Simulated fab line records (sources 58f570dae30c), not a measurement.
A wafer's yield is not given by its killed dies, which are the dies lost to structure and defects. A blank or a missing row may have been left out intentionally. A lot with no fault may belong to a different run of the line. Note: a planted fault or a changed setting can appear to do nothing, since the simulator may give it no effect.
What tool caused it? ; flow berkeley-cmos170 ; at 1 step of a route of 331, 14 lots with 42 wafers sampled

== WHAT THE GAUGES READ, wafer by wafer ==
No reading from a measuring or inspecting step in the record can be judged against a usual standard deviation.

== WHAT TOOL EACH LOT RAN ON (gives the tool, then ch and the chambers of the sampled wafers, and finally the start) ==
lot;UCB170_M3_STRIP_08
L671;wet-bench-01 ch 3, day 7 22:57
L668;wet-bench-02 ch 3, day 7 23:16
L674;wet-bench-01 ch 2, day 9 09:39
L673;wet-bench-02 ch 2, day 9 10:01
L675;wet-bench-02 ch 3, day 9 14:16
L677;wet-bench-02 ch 1, day 9 14:31
L676;wet-bench-02 ch 1, day 9 18:56
L681;wet-bench-04 ch 3, day 10 18:25
L682;wet-bench-01 ch 1, day 10 20:02
L686;wet-bench-04 ch 0, day 11 08:06
L687;wet-bench-04 ch 0, day 11 08:06
L688;wet-bench-04 ch 2, day 12 01:22
L689;wet-bench-02 ch 2, day 12 10:32
L691;wet-bench-02 ch 3, day 13 01:09
- UCB170_M3_STRIP_08: strips KrF in DMSO, time 600 s.

== WHAT THE TOOLS THEMSELVES READ (means of the sampled wafers that have a number; where no wafer has one, the mark that the record gives instead) ==
UCB170_M3_STRIP_08. Usual: bath-guard-temp-C 80.0 C, standard deviation 0.59; bath-heat-duty-pct 17.9 %, standard deviation 2.
lot;tool;bath-guard-temp-C (C);bath-heat-duty-pct (%);flag
L671;wet-bench-01;79.2;14.5;
L668;wet-bench-02;80.5;16.0;
L674;wet-bench-01;79.2;16.8;
L673;wet-bench-02;80.9;16.7;
L675;wet-bench-02;80.3;16.7;
L677;wet-bench-02;80.2;17.5;
L676;wet-bench-02;-;-;OFF
L681;wet-bench-04;-;-;OFF
L682;wet-bench-01;79.9;18.1;
L686;wet-bench-04;79.9;18.8;
L687;wet-bench-04;79.9;20.4;
L688;wet-bench-04;79.4;21.7;
L689;wet-bench-02;80.9;17.3;
L691;wet-bench-02;80.2;16.8;

== THE ANSWER, worked out from the rows above alone ==
Rule: lot off if the mean of its wafers having a number is beyond 3 standard deviations from the usual mean. Also off: a lot with no number at a reading for which 4 or more lots have one. The other lots that the step has rows for count as sound. The gauges are gone through in route order, then the tools' own readings, and for those a lot's mean is taken as printed above. At the first step where some lot is off, the reading lying furthest off is the one used; lots without a number count as furthest.
Off, at UCB170_M3_STRIP_08 on bath-guard-temp-C: L676, L681. Without a number there: L676, L681.
A tool fits if, at that step or a process step before it, it ran every lot that is off, and no sound lot after the first of them. Not one of the candidates tried fits.

== WHAT THE SIMULATOR HAD PUT IN ==
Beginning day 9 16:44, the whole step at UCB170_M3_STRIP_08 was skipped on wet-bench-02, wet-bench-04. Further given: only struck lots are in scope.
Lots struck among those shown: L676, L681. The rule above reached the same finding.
